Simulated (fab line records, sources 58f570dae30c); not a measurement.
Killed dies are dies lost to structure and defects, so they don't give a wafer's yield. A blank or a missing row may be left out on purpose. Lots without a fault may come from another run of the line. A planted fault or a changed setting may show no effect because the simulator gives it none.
Lot-split experiment || flow berkeley_cmos170 || 5 lots, 23 wafers read, on a route of 331 steps

## SPLIT DETAILS
At UCB170_PSD_EXPOSE_03 (exposes mask PSELECT MOD, target cd 1200 nm), the setting dose_mj was moved away from the recipe's 30 on 7 of the 23 wafers read, by +2.9% to +7.3%. All remaining wafers had this setting at the recipe value.

## FROM THE SPLIT TO THE READING: what the file shows between them, 2 steps
- UCB170_PSD_PEB_04
- UCB170_PSD_DEVELOP_05: develop time 46.88 s

## THE READING
cd_nm at UCB170_PSD_CD_MEAS_06, given in nm (cd target 1200 nm). On this fab line, fault-free wafers typically give 1200.7 nm with a standard deviation of 1.3 nm.

{"wafer": "L074.1", "tool, chamber at the split": "krf_scanner-02, 0", "dose_mj as run": 30, "against the recipe": "recipe", "cd_nm, nm": 1199.6, "against lot-mates on the recipe": "-"}
{"wafer": "L074.2", "tool, chamber at the split": "krf_scanner-02, 0", "dose_mj as run": 30, "against the recipe": "recipe", "cd_nm, nm": 1199.8, "against lot-mates on the recipe": "-"}
{"wafer": "L074.4", "tool, chamber at the split": "krf_scanner-02, 0", "dose_mj as run": 30, "against the recipe": "recipe", "cd_nm, nm": 1200.4, "against lot-mates on the recipe": "-"}
{"wafer": "L074.5", "tool, chamber at the split": "krf_scanner-02, 0", "dose_mj as run": 30, "against the recipe": "recipe", "cd_nm, nm": 1200.5, "against lot-mates on the recipe": "-"}
{"wafer": "L074.6", "tool, chamber at the split": "krf_scanner-02, 0", "dose_mj as run": 30, "against the recipe": "recipe", "cd_nm, nm": 1198.2, "against lot-mates on the recipe": "-"}
{"wafer": "L075.2", "tool, chamber at the split": "krf_scanner-01, 0", "dose_mj as run": 30, "against the recipe": "recipe", "cd_nm, nm": 1201.1, "against lot-mates on the recipe": "-"}
{"wafer": "L075.3", "tool, chamber at the split": "krf_scanner-01, 0", "dose_mj as run": 30, "against the recipe": "recipe", "cd_nm, nm": 1199.8, "against lot-mates on the recipe": "-"}
{"wafer": "L075.4", "tool, chamber at the split": "krf_scanner-01, 0", "dose_mj as run": 30, "against the recipe": "recipe", "cd_nm, nm": 1199.0, "against lot-mates on the recipe": "-"}
{"wafer": "L075.5", "tool, chamber at the split": "krf_scanner-01, 0", "dose_mj as run": 32.19, "against the recipe": "+7.3%", "cd_nm, nm": 1211.3, "against lot-mates on the recipe": "+11.3"}
{"wafer": "L075.6", "tool, chamber at the split": "krf_scanner-01, 0", "dose_mj as run": 32.19, "against the recipe": "+7.3%", "cd_nm, nm": 1212.1, "against lot-mates on the recipe": "+12.1"}
{"wafer": "L078.1", "tool, chamber at the split": "krf_scanner-01, 0", "dose_mj as run": 31.34, "against the recipe": "+4.5%", "cd_nm, nm": 1209.0, "against lot-mates on the recipe": "+6.9"}
{"wafer": "L078.2", "tool, chamber at the split": "krf_scanner-01, 0", "dose_mj as run": 31.34, "against the recipe": "+4.5%", "cd_nm, nm": 1209.8, "against lot-mates on the recipe": "+7.7"}
{"wafer": "L078.3", "tool, chamber at the split": "krf_scanner-01, 0", "dose_mj as run": 30, "against the recipe": "recipe", "cd_nm, nm": 1203.0, "against lot-mates on the recipe": "-"}
{"wafer": "L078.4", "tool, chamber at the split": "krf_scanner-01, 0", "dose_mj as run": 30, "against the recipe": "recipe", "cd_nm, nm": 1201.2, "against lot-mates on the recipe": "-"}
{"wafer": "L078.6", "tool, chamber at the split": "krf_scanner-01, 0", "dose_mj as run": 31.34, "against the recipe": "+4.5%", "cd_nm, nm": 1209.2, "against lot-mates on the recipe": "+7.1"}
{"wafer": "L077.1", "tool, chamber at the split": "krf_scanner-02, 0", "dose_mj as run": 30, "against the recipe": "recipe", "cd_nm, nm": 1199.2, "against lot-mates on the recipe": "-"}
{"wafer": "L077.2", "tool, chamber at the split": "krf_scanner-02, 0", "dose_mj as run": 30.87, "against the recipe": "+2.9%", "cd_nm, nm": 1204.4, "against lot-mates on the recipe": "+5.2"}
{"wafer": "L077.3", "tool, chamber at the split": "krf_scanner-02, 0", "dose_mj as run": 30.87, "against the recipe": "+2.9%", "cd_nm, nm": 1204.6, "against lot-mates on the recipe": "+5.4"}
{"wafer": "L077.4", "tool, chamber at the split": "krf_scanner-02, 0", "dose_mj as run": 30, "against the recipe": "recipe", "cd_nm, nm": 1199.8, "against lot-mates on the recipe": "-"}
{"wafer": "L077.6", "tool, chamber at the split": "krf_scanner-02, 0", "dose_mj as run": 30, "against the recipe": "recipe", "cd_nm, nm": 1198.6, "against lot-mates on the recipe": "-"}
{"wafer": "L079.2", "tool, chamber at the split": "krf_scanner-02, 0", "dose_mj as run": 30, "against the recipe": "recipe", "cd_nm, nm": 1202.8, "against lot-mates on the recipe": "-"}
{"wafer": "L079.4", "tool, chamber at the split": "krf_scanner-02, 0", "dose_mj as run": 30, "against the recipe": "recipe", "cd_nm, nm": 1202.5, "against lot-mates on the recipe": "-"}
{"wafer": "L079.5", "tool, chamber at the split": "krf_scanner-02, 0", "dose_mj as run": 30, "against the recipe": "recipe", "cd_nm, nm": 1202.6, "against lot-mates on the recipe": "-"}

THE FIT
A straight line over all 23 wafers: cd_nm changes by +1.66 nm for each +1% of dose_mj; r = +0.94; the points scatter about the line by 1.5 nm.
The same after taking each lot's own level away (the mean of its wafers on the recipe; 23 wafers): +1.62 nm for each +1%; r = +0.99; scatter 0.67 nm.
According to that fit, moving dose_mj by its largest amount changes the reading by 12 nm.
From 1199.20 to 1202.63 nm: that is the span of the lots' own levels, equal to 2.6 times the standard deviation above.
So the lot-to-lot level changes the slope little: the two slopes agree.
Check: +12.1 nm against its lot-mates is what the line predicts for one of the wafers moved furthest among these (+7.3%) when that wafer is left out of the fit. It came out at +11.3 nm against them.

## ADDITIONAL SPLITS CARRIED BY THESE WAFERS
These wafers also went through other splits before the reading. Each is held against what the fit with the lots' levels taken away leaves over:
{"other split on the same wafers": "UCB170_START_OXIDATION_02 ox_time_s", "wafers away from the commonest value": 18, "r with cd_nm (lot level and that fit taken away)": -0.05}
{"other split on the same wafers": "UCB170_PWELL_OXIDATION_02 temp_c", "wafers away from the commonest value": 15, "r with cd_nm (lot level and that fit taken away)": -0.14}
{"other split on the same wafers": "UCB170_ACTIVE_COAT_08 spin_rpm", "wafers away from the commonest value": 8, "r with cd_nm (lot level and that fit taken away)": -0.12}
{"other split on the same wafers": "UCB170_ACTIVE_PEB_11 peb_temp_c", "wafers away from the commonest value": 7, "r with cd_nm (lot level and that fit taken away)": "+0.19"}
{"other split on the same wafers": "UCB170_FIELD_OXIDATION_01 temp_c", "wafers away from the commonest value": 15, "r with cd_nm (lot level and that fit taken away)": -0.04}
{"other split on the same wafers": "UCB170_PVT_STRIP_08 o2_flow_sccm", "wafers away from the commonest value": 7, "r with cd_nm (lot level and that fit taken away)": "+0.28"}
{"other split on the same wafers": "UCB170_NLDD_IMPLANT_09 dose_cm2", "wafers away from the commonest value": 6, "r with cd_nm (lot level and that fit taken away)": -0.02}

## THE WHOLE CHAIN: every reading that the file lists as answering this split, in the file's order
{"step": "UCB170_PSD_DEVELOP_05", "what it does": "develop time 46.88 s", "reading": "PSD.cd_nm (the simulator's own value, which no gauge read)", "change (the file's fit)": "+1.67 nm for each +1% of the setting", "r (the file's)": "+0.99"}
{"step": "UCB170_PSD_CD_MEAS_06", "what it does": "target cd 1200 nm", "reading": "cd_nm", "change (the file's fit)": "+1.63 nm for each +1% of the setting", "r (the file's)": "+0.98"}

## THE FILE'S OWN FIT
cd_nm changes by +1.63 nm for each +1% of dose_mj, r = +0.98.
